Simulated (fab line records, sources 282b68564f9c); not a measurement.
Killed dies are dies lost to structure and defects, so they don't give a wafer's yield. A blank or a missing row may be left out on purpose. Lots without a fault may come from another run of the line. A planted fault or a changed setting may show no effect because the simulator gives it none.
One fault seen from 2 desks | flow rit_cmos | each desk has only its own numbers; what lay behind them comes last

THE METROLOGY DESK
What the gauges read, lot by lot, whatever tool the lot ran on: means of the sampled wafers that have a number. A lot is out of limits, marked OUT, if its mean lies more than 4 standard deviations from the usual mean; the brackets give that distance.
Columns: A = PWELL_TW at RIT_PWELL_TW_MEAS_10, usual 957; B = PWELL_RS at RIT_WELLDRIVE_RS_MEAS_02, usual 429.6 ohm/sq; C = NLDD_RS at RIT_SDANNEAL_RS_MEAS_07, usual 151.5 ohm/sq; D = cd_nm at RIT_CONTACT_CD_MEAS_90, usual 999.6 nm; E = M1_OVL at RIT_M1_OVL_MEAS_10, usual 0.1 nm
lot  | first seen here | A             | B                       | C     | D      | E
L154 | day 2 03:28     | 967           | 428.6                   | 151.2 | 999.9  | 0.5
L156 | day 2 14:49     | 962           | 429.4                   | 152.0 | 1001.1 | 1.9
L159 | day 3 06:04     | 959           | 429.3                   | 151.8 | 995.9  | 0.5
L160 | day 3 13:29     | 945           | 430.1                   | 151.1 | 998.2  | 0.8
L161 | day 3 16:38     | 939           | 430.3                   | 151.4 | 998.3  | 1.3
L162 | day 3 19:38     | 961           | 430.5                   | 152.1 | 999.6  | 0.5
L163 | day 4 01:23     | 965           | 429.2                   | 150.8 | 999.9  | 0.2
L164 | day 4 07:07     | 963           | 427.3                   | 151.1 | 1000.8 | -0.7
L165 | day 4 10:41     | 963           | 429.8                   | 151.9 | 998.7  | -0.3
L166 | day 4 15:56     | 958           | 430.6                   | 151.6 | 995.9  | -0.2
L170 | day 5 11:55     | 823 (-16) OUT | 568.8 (+99 or more) OUT | -     | -      | -
L171 | day 5 16:23     | 961           | 429.5                   | 151.3 | 997.9  | 0.0
L174 | day 6 08:19     | 821 (-16) OUT | 574.4 (+99 or more) OUT | -     | -      | -
L175 | day 6 12:34     | 952           | 430.5                   | 151.8 | 1001.2 | -0.3
This desk's finding: out of limits on L170, L174; first on L170, day 5 11:55 (PWELL_TW at RIT_PWELL_TW_MEAS_10). In limits: L154, L156, L159, L160, L161, L162, L163, L164, L165, L166, L171, L175.

THE TOOL OWNER'S DESK: implanter-03
The tool's own readings at RIT_PWELL_IMPLANT_08: means of the sampled wafers that have a number, for each lot that ran on this tool. A lot is out of limits, marked OUT, if its mean lies more than 4 standard deviations from the usual mean; the brackets give that distance.
Columns: A = dose_ions_cm2 at RIT_PWELL_IMPLANT_08, usual 6.999e+13; B = faraday_current_uA at RIT_PWELL_IMPLANT_08, usual 222
lot  | first seen here | A                           | B
L156 | day 2 14:30     | 7.001e+13                   | 224
L162 | day 3 19:20     | 7.001e+13                   | 226
L165 | day 4 10:22     | 7.009e+13                   | 224
L166 | day 4 15:38     | 6.996e+13                   | 218
L170 | day 5 11:35     | 4.485e+13 (-99 or more) OUT | 140 (-19) OUT
L174 | day 6 08:02     | 4.500e+13 (-99 or more) OUT | 144 (-18) OUT
This desk's finding: out of limits on L170, L174; first on L170, day 5 11:35 (dose_ions_cm2 at RIT_PWELL_IMPLANT_08). In limits: L156, L162, L165, L166.

PUT TOGETHER
The tool owner's desk could have raised an alarm at day 5 11:35, on L170, L174.
The metrology desk could have raised an alarm at day 5 11:55, on L170, L174.
Of the lots named, all ran RIT_PWELL_IMPLANT_08 on implanter-03.

WHAT THE SIMULATOR HAD PUT IN
Process parameter drift: implanter-03, from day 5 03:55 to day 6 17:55, at RIT_PWELL_IMPLANT_08. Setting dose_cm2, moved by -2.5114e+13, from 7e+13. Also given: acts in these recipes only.
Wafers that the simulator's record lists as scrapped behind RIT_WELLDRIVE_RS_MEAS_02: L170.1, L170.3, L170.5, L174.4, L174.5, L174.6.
Lots struck among those shown: L170, L174.
Hours from the fault's start to each desk's first reading out of limits: the tool owner's desk, 8; the metrology desk, 8.
